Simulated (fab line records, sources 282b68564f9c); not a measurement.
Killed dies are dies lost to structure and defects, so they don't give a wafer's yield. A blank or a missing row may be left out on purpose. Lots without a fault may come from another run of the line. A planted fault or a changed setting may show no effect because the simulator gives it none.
Tool commonality check | flow rit_cmos | 14 lots, 42 wafers sampled

WHY IT WAS OPENED
At RIT_PWELL_TW_MEAS_10 the reading PWELL_TW is flagged on 2 of 14 lots. Wafers without a fault read 946, standard deviation 5.5.
Rule: a lot is flagged when every wafer of it that has a number lies more than 4 standard deviations from that mean, or none has a number. The other lots count as sound.

lot  | measured    | on            | PWELL_TW, wafer by wafer | flag
L850 | day 1 23:55 | film_metro-03 | 945 939 943              |
L851 | day 2 03:29 | film_metro-03 | 943 949 939              |
L852 | day 2 08:50 | film_metro-01 | 949 950 947              |
L856 | day 3 04:26 | film_metro-01 | 30 30 30                 | FLAGGED
L857 | day 3 09:22 | film_metro-02 | 30 30 30                 | FLAGGED
L861 | day 4 09:38 | film_metro-03 | 937 937 938              |
L862 | day 4 11:25 | film_metro-01 | 955 954 954              |
L865 | day 5 04:04 | film_metro-03 | 945 944 948              |
L866 | day 5 08:07 | film_metro-03 | 943 944 949              |
L867 | day 5 12:52 | film_metro-02 | 946 940 938              |
L868 | day 5 17:56 | film_metro-03 | 945 949 942              |
L869 | day 5 23:17 | film_metro-01 | 951 951 951              |
L870 | day 6 02:47 | film_metro-02 | 938 939 943              |
L872 | day 6 13:36 | film_metro-03 | 937 939 934              |
The numbers of the flagged lots are 30 on average: -916 against the usual, or -99 or more standard deviations.

WHICH TOOL RAN EACH LOT
The record holds 1 process step before the reading, out of a route of 202 steps. In each cell: the tool, then ch and the chambers that the sampled wafers went through, then the start.
lot  | flag    | RIT_NWELL_STRIP_09
L850 |         | plasma_asher-02 ch 0,1, day 1 22:11
L851 |         | plasma_asher-01 ch 0,1, day 2 01:44
L852 |         | plasma_asher-01 ch 0,1, day 2 07:01
L856 | FLAGGED | plasma_asher-04 ch 0,1, day 3 02:37
L857 | FLAGGED | plasma_asher-04 ch 0, day 3 07:38
L861 |         | plasma_asher-04 ch 0,1, day 4 07:47
L862 |         | plasma_asher-02 ch 0,1, day 4 09:40
L865 |         | plasma_asher-04 ch 0,1, day 5 02:13
L866 |         | plasma_asher-02 ch 0,1, day 5 06:13
L867 |         | plasma_asher-01 ch 0,1, day 5 11:04
L868 |         | plasma_asher-04 ch 1, day 5 16:13
L869 |         | plasma_asher-04 ch 0, day 5 21:26
L870 |         | plasma_asher-04 ch 0,1, day 6 01:04
L872 |         | plasma_asher-02 ch 0, day 6 11:44
What these steps do:
- RIT_NWELL_STRIP_09: strips in O2, time 180 s.
- RIT_PWELL_TW_MEAS_10

FLAGGED OVER TOTAL, TOOL BY TOOL (the gauges that took the reading come last)
step                 | tool            | lots run | flagged | share of the flagged lots | sound lots run after its first flagged lot
RIT_NWELL_STRIP_09   | plasma_asher-01 | 3        | 0       | none                      | -
RIT_NWELL_STRIP_09   | plasma_asher-02 | 4        | 0       | none                      | -
RIT_NWELL_STRIP_09   | plasma_asher-04 | 7        | 2       | all                       | 5 (L861,L865,L868,L869,L870)
RIT_PWELL_TW_MEAS_10 | film_metro-01   | 4        | 1       | some                      | 2 (L862,L869)
RIT_PWELL_TW_MEAS_10 | film_metro-02   | 3        | 1       | some                      | 2 (L867,L870)
RIT_PWELL_TW_MEAS_10 | film_metro-03   | 7        | 0       | none                      | -

WHAT THE TABLE ALLOWS
1 row of the table ran every flagged lot: plasma_asher-04 at RIT_NWELL_STRIP_09.
- plasma_asher-04 at RIT_NWELL_STRIP_09: 2 of its 7 lots flagged. Sound lots ran on it after the first flagged one (L861, L865, L868, L869, L870), which a lasting fault on the whole tool wouldn't allow. On the flagged lots its readings are blank where sound lots have values: chamber_pressure_mTorr, drypump_motor_current_A.
No row of the table ran every flagged lot and no sound lot after the first.

WHAT THE SIMULATOR HAD PUT IN
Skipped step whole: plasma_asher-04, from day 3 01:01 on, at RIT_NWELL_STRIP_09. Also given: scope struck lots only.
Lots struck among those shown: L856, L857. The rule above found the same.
